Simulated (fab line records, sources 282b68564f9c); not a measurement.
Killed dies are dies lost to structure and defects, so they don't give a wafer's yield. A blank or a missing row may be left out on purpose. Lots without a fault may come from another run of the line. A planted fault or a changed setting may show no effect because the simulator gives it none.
fab line records | flow rit_cmos
record lots=11 wafers=33 last_day=7
route steps=202 shown NWELL@34 GATE@93 CONTACT@179 M1@202
lots that met no fault: from a run of the same line without faults
start_h: hours from the record's first day to the start of the lot's first wafer shown | wait_h: hours since the lot's step before | " the same as in the row above | L1.1+2: a row that stands for several wafers | - no value, or no start given | * or withheld: withheld | < > ~ a bound
route shown NAME@n: a module of which the file shows steps, and the number in the route of the first | usual: mean/standard deviation of fault-free wafers | same: alike in all rows | chamber/n: place in a boat | sites: the reading at each site | _std_site: their standard deviation | _edge_site: outer sites' mean less inner sites' | radius_mm: how far each site lies from the wafer's centre | mask NAME#n: copy n | behind: the tool/chamber that last shaped the wafer | hold: why the lot was held/for how many hours/how that ended | device: the transistor (n, p or np) that didn't switch | end of line: the same wafers' tests at the end of the route | a step without rows: its recipe alone | killed: dies lost to structure and defects at the first sort, not the wafer's yield | map: a wafer's dies, x killed, . not, _ none there
set.NAME: the setting as run; set.NAME@STEP: as run at that earlier step | model.NAME: the simulator's own value behind a step, which no gauge read
steps of the route over a sample of lots; a table a step, a row a wafer
services: from which hour (start_h, from the record's first day; less than 0 if before it) a tool's chamber was out of use, for how many hours, and why
## steps
# step RIT_NWELL_OVL_MEAS_06
# usual NWELL_OVL=0.7/1.3
# columns lot.wafer tool chamber start_h wait_h NWELL_OVL[nm]
L935.3 overlay-01 - 21.29 - 2.9
L935.5 " - " " 1.5
L935.6 " - " " 2.4
L936.1 overlay-02 - 26.79 - -1.5
L936.2 " - " " 0.6
L936.6 " - " " -0.2
L937.4 overlay-01 - 35.08 - 0.6
L937.5 " - " " 0.5
L937.6 " - " " -0.5
L938.4 overlay-02 - 37.31 - 0.1
L938.5 " - " " -0.1
L938.6 " - " " -0.7
L939.1 overlay-02 - 42.33 - -1.3
L939.2 " - " " -1.7
L939.6 " - " " -2.2
L943.2 overlay-02 - 62.16 - 1.8
L943.5 " - " " -0.1
L943.6 " - " " 3.2
L946.4 overlay-01 - 77.55 - -0.3
L946.5 " - " " -0.6
L946.6 " - " " 0.0
L951.1 overlay-01 - 102.91 - 0.5
L951.3 " - " " 0.6
L951.4 " - " " 1.8
L953.2 overlay-01 - 111.82 - 1.1
L953.5 " - " " 2.3
L953.6 " - " " 0.9
L955.1 overlay-02 - 122.33 - -1.4
L955.3 " - " " 0.0
L955.5 " - " " -0.5
L957.2 overlay-01 - 133.88 - 0.2
L957.3 " - " " 1.3
L957.6 " - " " -0.5
# step RIT_GATE_OVL_MEAS_17
# usual GATE_OVL=0.4/1.3
# columns lot.wafer tool chamber start_h wait_h GATE_OVL[nm]
L935.3 overlay-01 - 37.34 0.1 1.1
L935.5 " - " " 0.7
L935.6 " - " " 0.3
L936.1 overlay-01 - 43.59 0.1 0.3
L936.2 " - " " 1.3
L936.6 " - " " 0.8
L937.4 overlay-01 - 56.78 0.1 1.9
L937.5 " - " " 3.1
L937.6 " - " " 2.4
L938.4 overlay-02 - 57.06 0.1 -2.2
L938.5 " - " " -1.7
L938.6 " - " " -2.7
L939.1 overlay-02 - 59.61 0.1 0.7
L939.2 " - " " 0.3
L939.6 " - " " 1.5
L943.2 overlay-01 - 78.40 0.1 1.0
L943.5 " - " " 0.9
L943.6 " - " " 1.3
L946.4 overlay-01 - 95.22 0.1 1.8
L946.5 " - " " 1.7
L946.6 " - " " 1.3
L951.1 overlay-01 - 121.02 0.1 0.5
L951.3 " - " " 1.1
L951.4 " - " " -0.2
L953.2 overlay-02 - 130.25 0.1 0.9
L953.5 " - " " 0.8
L953.6 " - " " 0.7
L955.1 overlay-02 - 138.47 0.1 -1.5
L955.3 " - " " 0.6
L955.5 " - " " -1.7
L957.2 overlay-01 - 151.37 0.1 1.9
L957.3 " - " " 0.5
L957.6 " - " " 2.4
# step RIT_GATE_ETCH_19
# recipe chemistry=SF6/CHF3/O2 time_s=165 SF6_flow_sccm=30 CHF3_flow_sccm=30 O2_flow_sccm=5 target=poly-Si pressure_mtorr=40 rf_w=160 target_depth_a=3125 over_etch_frac=0.25 stop_on=SiO2
# usual drypump_motor_current_A=5.7/0.48 oes_product_au=0.850/0.013 rf_fwd_power_W=159.4/0.51 throttle_valve_pct=10.20/0.12
# columns lot.wafer tool chamber start_h wait_h drypump_motor_current_A oes_product_au rf_fwd_power_W rf_hours_counter_h throttle_valve_pct
L935.3 rie_si-02 0 37.51 0.1 6.2 0.863 159.2 144 10.27
L935.5 " 3 " " 5.4 0.838 159.6 - 10.25
L935.6 " 0 " " 6.2 0.863 160.4 - 10.27
L936.1 rie_si-01 1 43.77 0.1 5.5 0.854 159.3 33 10.15
L936.2 " 2 " " 6.1 0.837 158.9 100 10.19
L936.6 " 2 " " 6.2 0.834 159.2 - 10.17
L937.4 rie_si-02 0 56.95 0.1 6.2 0.862 159.6 144 10.27
L937.5 " 3 " " 5.4 0.839 160.0 - 10.26
L937.6 " 2 " " 4.9 0.862 160.2 - 10.22
L938.4 rie_si-01 1 57.28 0.1 5.6 0.857 160.1 - 10.17
L938.5 " 2 " " 6.2 0.851 159.2 - 10.17
L938.6 " 0 " " 5.0 0.845 160.1 - 10.03
L939.1 rie_si-02 1 59.80 0.1 6.1 0.860 158.5 119 10.04
L939.2 " 3 " " 5.4 0.846 160.2 0 10.24
L939.6 " 1 " " 6.0 0.869 158.8 - 10.06
L943.2 rie_si-02 2 78.80 0.1 4.9 0.847 159.9 0 10.23
L943.5 " 1 " " 6.0 0.867 159.2 - 10.06
L943.6 " 0 " " 6.2 0.874 159.0 - 10.27
L946.4 rie_si-01 2 95.38 0.1 6.1 0.854 159.7 101 10.17
L946.5 " 2 " " 6.1 0.862 158.8 - 10.17
L946.6 " 3 " " 6.1 0.773 159.4 - 10.47
L951.1 rie_si-02 1 121.20 0.1 6.0 0.872 159.2 119 10.03
L951.3 " 2 " " 4.9 0.846 158.4 0 10.22
L951.4 " 0 " " 6.1 0.860 159.0 145 10.28
L953.2 rie_si-02 0 130.43 0.1 6.2 0.881 159.4 145 10.28
L953.5 " 0 " " 6.1 0.875 159.4 - 10.28
L953.6 " 1 " " 6.0 0.884 159.4 - 10.04
L955.1 rie_si-02 3 138.65 0.1 5.5 0.844 159.5 1 10.24
L955.3 " 2 " " 4.9 0.852 159.2 1 10.22
L955.5 " 3 " " 5.4 0.839 159.7 - 10.24
L957.2 rie_si-02 2 151.55 0.1 4.9 0.857 159.6 1 10.22
L957.3 " 3 " " 5.4 0.853 159.4 1 10.25
L957.6 " 1 " " 6.0 0.879 159.3 - 10.05
# step RIT_CONTACT_ETCH_11
# recipe target_depth_a=4800 over_etch_frac=0.2 stop_on=TiSi2 chemistry=CHF3/CF4/Ar target=SiO2 CHF3_flow_sccm=50 cf4_flow_sccm=10 Ar_flow_sccm=100 O2_flow_sccm=5 pressure_mtorr=100 rf_w=200 time_s=320
# usual drypump_motor_current_A=5.8/0.45 oes_product_au=0.987/0.017 rf_fwd_power_W=199.6/0.64 throttle_valve_pct=8.91/0.1
# columns lot.wafer tool chamber start_h wait_h drypump_motor_current_A oes_product_au rf_fwd_power_W rf_hours_counter_h throttle_valve_pct
L935.3 rie_diel-03 1 54.03 0.1 6.1 1.019 200.4 129 8.90
L935.5 " 3 " " 6.4 1.000 199.1 - 8.76
L935.6 " 2 " " 5.0 0.994 200.3 - 8.81
L936.1 rie_diel-01 2 58.65 0.1 5.7 0.994 200.4 5 8.99
L936.2 " 3 " " 5.9 0.963 199.5 8 8.85
L936.6 " 1 " " 5.7 0.973 200.7 - 8.94
L937.4 rie_diel-02 2 71.97 0.1 4.8 0.977 199.6 76 8.94
L937.5 " 2 " " 4.8 0.975 198.7 - 8.93
L937.6 " 1 " " 5.9 0.973 199.3 - 8.94
L938.4 rie_diel-01 2 73.07 0.1 5.8 0.996 197.5 6 9.00
L938.5 " 0 " " 6.5 0.997 199.6 - 8.95
L938.6 " 1 " " 5.7 0.973 199.8 - 8.98
L939.1 rie_diel-03 1 76.13 0.1 6.1 1.015 200.3 129 8.90
L939.2 " 0 " " 5.4 0.995 198.7 64 8.99
L939.6 " 0 " " 5.4 0.982 198.5 - 8.98
L943.2 rie_diel-03 2 94.51 0.1 5.0 0.998 198.8 36 8.82
L943.5 " 1 " " 6.1 1.016 200.2 - 8.90
L943.6 " 2 " " 5.0 1.007 199.5 - 8.81
L946.4 rie_diel-01 2 112.82 0.1 5.8 0.997 199.8 - 9.00
L946.5 " 3 " " 5.9 0.960 199.8 - 8.84
L951.1 rie_diel-02 0 137.34 0.1 6.2 1.005 199.5 143 9.08
L951.3 " 1 " " 5.9 0.968 198.7 9 8.94
L951.4 " 3 " " 6.2 0.979 199.3 15 8.66
L953.2 rie_diel-03 1 147.80 0.1 6.1 1.021 200.2 130 8.89
L953.5 " 2 " " 5.0 0.992 199.9 - 8.80
L953.6 " 3 " " 6.4 0.980 199.9 - 8.75
L955.1 rie_diel-03 2 155.88 0.1 5.0 1.006 199.6 37 8.82
L955.3 " 0 " " 5.4 0.990 200.9 66 8.97
L955.5 " 0 " " 5.4 0.996 199.2 - 8.99
L957.2 rie_diel-01 2 167.69 0.1 5.8 1.009 199.3 8 9.01
L957.3 " 1 " " 5.7 0.974 199.6 68 8.98
L957.6 " 2 " " 5.8 1.003 199.4 - 8.99
# step RIT_M1_PROBE_99
# usual killed_at_contacts=0.0/0.22 killed_at_front_end=7/3.2 killed_dies=8/3.2 killed_on_rim=1.9/1.4 killed_open=3.7/2.1 killed_short=3.8/2.2
# same gross_dies=264 killed_at_M0_to_M3=0 killed_at_M4_up=0 killed_at_back_side=0 killed_at_other=0
# columns lot.wafer tool chamber start_h wait_h hold killed_at_contacts killed_at_front_end killed_dies killed_on_rim killed_open killed_short
L946.4 prober-02 - 117.89 0.2 await_dispo/9.0h/release 0 17 17 8 8 9
L946.5 prober-02 - 117.94 0.2 await_dispo/9.0h/release 0 4 4 1 3 1
L946.6 prober-02 - 117.99 0.2 await_dispo/9.0h/release 0 264 264 70 5 1
L951.1 prober-01 - 142.21 0.1 - 0 10 10 3 6 4
L951.3 prober-01 - 142.31 0.2 - 0 10 10 1 6 4
L951.4 prober-01 - 142.36 0.2 - 0 5 5 1 2 3
# killed by level:class
L946.4 GATE:geometric_particle:open=5 GATE:geometric_particle:short=3 REOX:geometric_particle:short=2 SPACER:geometric_particle:open=2 SILICIDE:geometric_particle:short=2 FOX2:geometric_particle:short=1 REOX:geometric_particle:open=1 SPACER:geometric_particle:short=1
L946.5 GATE:geometric_particle:open=2 GATE:geometric_particle:short=1 SPACER:geometric_particle:open=1
L946.6 GATE:area_etch=258 GATE:geometric_particle:open=2 FOX2:geometric_particle:open=1 REOX:geometric_particle:open=1 SPACER:geometric_particle:short=1 SPACER:geometric_particle:open=1
L951.1 GATE:geometric_particle:open=3 SPACER:geometric_particle:short=2 FOX2:geometric_particle:short=1 REOX:geometric_particle:short=1 REOX:geometric_particle:open=1 SPACER:geometric_particle:open=1 SILICIDE:geometric_particle:open=1
L951.3 GATE:geometric_particle:open=4 GATE:geometric_particle:short=3 SPACER:geometric_particle:open=2 FOX1:geometric_particle:short=1
L951.4 GATE:geometric_particle:short=1 GATE:geometric_particle:open=1 REOX:geometric_particle:short=1 SPACER:geometric_particle:open=1 SPACER:geometric_particle:short=1
## services
# columns tool chamber start_h hours kind
rie_si-02 3 21.34 - clean
rie_si-02 3 21.34 15.5 scheduled_down
rie_si-02 3 21.34 15.5 vent_cycle
rie_diel-02 1 29.99 9.2 repair
rie_diel-03 1 43.01 3.8 repair
rie_diel-02 0 51.08 6.5 repair
rie_diel-02 1 51.39 4.6 repair
rie_si-02 2 57.51 - clean
rie_si-02 2 57.51 16.8 scheduled_down
rie_si-02 2 57.51 16.8 vent_cycle
rie_diel-03 3 71.69 - clean
rie_diel-03 3 71.69 32.0 scheduled_down
rie_diel-03 3 71.69 32.0 vent_cycle
rie_si-02 3 74.61 3.0 repair
rie_diel-01 0 112.22 31.6 repair
rie_diel-01 - 129.58 0.1 repair
rie_si-02 0 132.24 - clean
rie_si-02 0 132.24 21.7 scheduled_down
rie_si-02 0 132.24 21.7 vent_cycle
rie_diel-01 0 163.25 3.3 repair
## key
first_sign step=RIT_GATE_ETCH_19 reading=oes_product_au direction=down sigmas=6 usual=0.850 struck=0.773
effect step=RIT_M1_PROBE_99 reading=killed_at_front_end direction=up sigmas=81 usual=7 struck=264
more_kills_born_at RIT_GATE_ETCH_19@rie_si-01=258
met_at RIT_GATE_ETCH_19
struck_lots L946
struck_wafers L946.6
later_rows_left_out L946.6
tester_left_out L946
not_acting_at RIT_NWELL_OVL_MEAS_06,RIT_GATE_OVL_MEAS_17,RIT_CONTACT_ETCH_11
fault kind=process_parameter_drift tool=rie_si-01 chamber=3 onset_h=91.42 steps=RIT_GATE_ETCH_19 channel=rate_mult offset=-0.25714 shape=step end_h=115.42
# tester_left_out: of these lots the tester's yield and bins aren't shown, on N5 and GAA mostly nor the transistor test; their killed dies are dies lost to structure and defects alone, not to doping, threshold or leakage, so they don't give the yield
# later_rows_left_out: the simulator's readings of these wafers behind a module that went badly wrong aren't trusted and aren't shown, but for the sort
